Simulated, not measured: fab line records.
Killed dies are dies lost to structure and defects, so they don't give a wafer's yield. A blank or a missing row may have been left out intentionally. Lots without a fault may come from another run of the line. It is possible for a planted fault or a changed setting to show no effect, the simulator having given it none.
Which of the tools did it?    flow rit cmos    Sampling: 14 lots, 42 wafers, 2 of 202 route steps

WHAT THE GAUGES SHOWED, per wafer
RIT_WELLDRIVE_RS_MEAS_01: a four-point-probe measurement. Usual: for NWELL_RS the level is 275.3 ohm/sq and the standard deviation is 0.85.
lot   measured     on             NWELL_RS (ohm/sq)  flag
L275  day 2 05:40  film metro-04  275.7 276.3 276.2  
L276  day 2 09:49  film metro-02  276.6 276.2 277.2  
L277  day 2 13:55  film metro-02  274.3 275.8 275.2  
L279  day 3 01:01  film metro-02  274.6 274.6 275.1  
L280  day 3 06:06  film metro-02  275.3 275.8 275.9  
L281  day 3 12:30  film metro-02  275.4 275.6 275.9  
L282  day 3 16:44  film metro-01  275.9 275.3 276.3  
L283  day 3 20:16  film metro-01  274.3 274.1 274.5  
L284  day 4 01:21  film metro-04  275.8 274.3 275.6  
L288  day 4 22:08  film metro-02  275.2 275.1 275.5  
L290  day 5 06:31  film metro-04  268.1 268.1 268.1  OFF
L294  day 6 02:33  film metro-01  267.0 267.0 266.9  OFF
L297  day 6 19:01  film metro-01  275.8 275.5 274.2  
L298  day 7 01:33  film metro-02  276.1 276.3 276.4  

EACH LOT AND THE TOOL THAT RAN IT (in order: tool; ch and the chambers of the sampled wafers; start)
lot   RIT_NWELL_IMPLANT_08
L275  implanter-04 ch 0, day 1 22:24
L276  implanter-04 ch 0, day 2 02:48
L277  implanter-03 ch 0, day 2 06:47
L279  implanter-02 ch 0, day 2 17:47
L280  implanter-02 ch 0, day 2 22:28
L281  implanter-02 ch 0, day 3 05:20
L282  implanter-02 ch 0, day 3 09:27
L283  implanter-03 ch 0, day 3 13:01
L284  implanter-03 ch 0, day 3 17:29
L288  implanter-04 ch 0, day 4 15:04
L290  implanter-04 ch 0, day 4 23:25
L294  implanter-04 ch 0, day 5 19:32
L297  implanter-03 ch 0, day 6 11:41
L298  implanter-03 ch 0, day 6 18:16
- RIT_NWELL_IMPLANT_08

AS READ BY THE TOOLS THEMSELVES (means over the sampled wafers that have a number; for cases with no such wafer, the mark the record gives instead)
RIT_NWELL_IMPLANT_08. Usual: beam energy keV 169.99, standard deviation 0.051; dose ions cm2 5.001e+13, standard deviation 5.2e+10.
lot   tool          beam energy keV  dose ions cm2  flag
L275  implanter-04  170.06           5.005e+13      
L276  implanter-04  169.98           5.001e+13      
L277  implanter-03  169.98           4.996e+13      
L279  implanter-02  169.95           5.014e+13      
L280  implanter-02  170.01           5.004e+13      
L281  implanter-02  170.03           4.997e+13      
L282  implanter-02  170.01           4.998e+13      
L283  implanter-03  169.97           5.005e+13      
L284  implanter-03  169.98           5.007e+13      
L288  implanter-04  169.99           5.000e+13      
L290  implanter-04  169.92           5.244e+13      OFF
L294  implanter-04  170.03           5.239e+13      OFF
L297  implanter-03  170.01           5.002e+13      
L298  implanter-03  169.99           4.997e+13      

THE ANSWER, worked out from the rows above alone
Rule: lot off if the mean of its wafers having a number is beyond 3 standard deviations from the usual mean. A lot without any number at a reading at which 4 lots or more have one is off too. All remaining lots with rows at the step are treated as sound. Order of review: gauges by route order, followed by the tools' own readings, for which a lot's mean as printed above is used. At the first step where some lot is off, the reading lying furthest off is the one used; lots without a number count as furthest.
Off: L290, L294, at RIT_WELLDRIVE_RS_MEAS_01 (NWELL_RS).
If a tool, at a process step before that reading, ran all the lots that are off and no sound lot after the first of them, it fits. The gauges at RIT_WELLDRIVE_RS_MEAS_01 aren't tried: what is off there is off at RIT_NWELL_IMPLANT_08 too, on other tools, and a gauge's error can't cause that. One fits: RIT_NWELL_IMPLANT_08 on implanter-04. Its last sound lot is L288 (day 4 15:04), its first lot that is off L290 (day 4 23:25): a fault that began between those two fits.
The tool's own readings at RIT_NWELL_IMPLANT_08 bear it out: on the lots that are off they differ by more than 5 times the standard deviation of the sound lots' means. dose ions cm2 reads 5.242e+13 there against 5.002e+13 on the sound lots.

WHAT THE SIMULATOR HAD INSERTED
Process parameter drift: implanter-04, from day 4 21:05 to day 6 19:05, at RIT_NWELL_IMPLANT_08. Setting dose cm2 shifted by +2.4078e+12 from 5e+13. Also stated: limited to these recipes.
Lots struck among those shown: L290, L294. The rule above found the same.
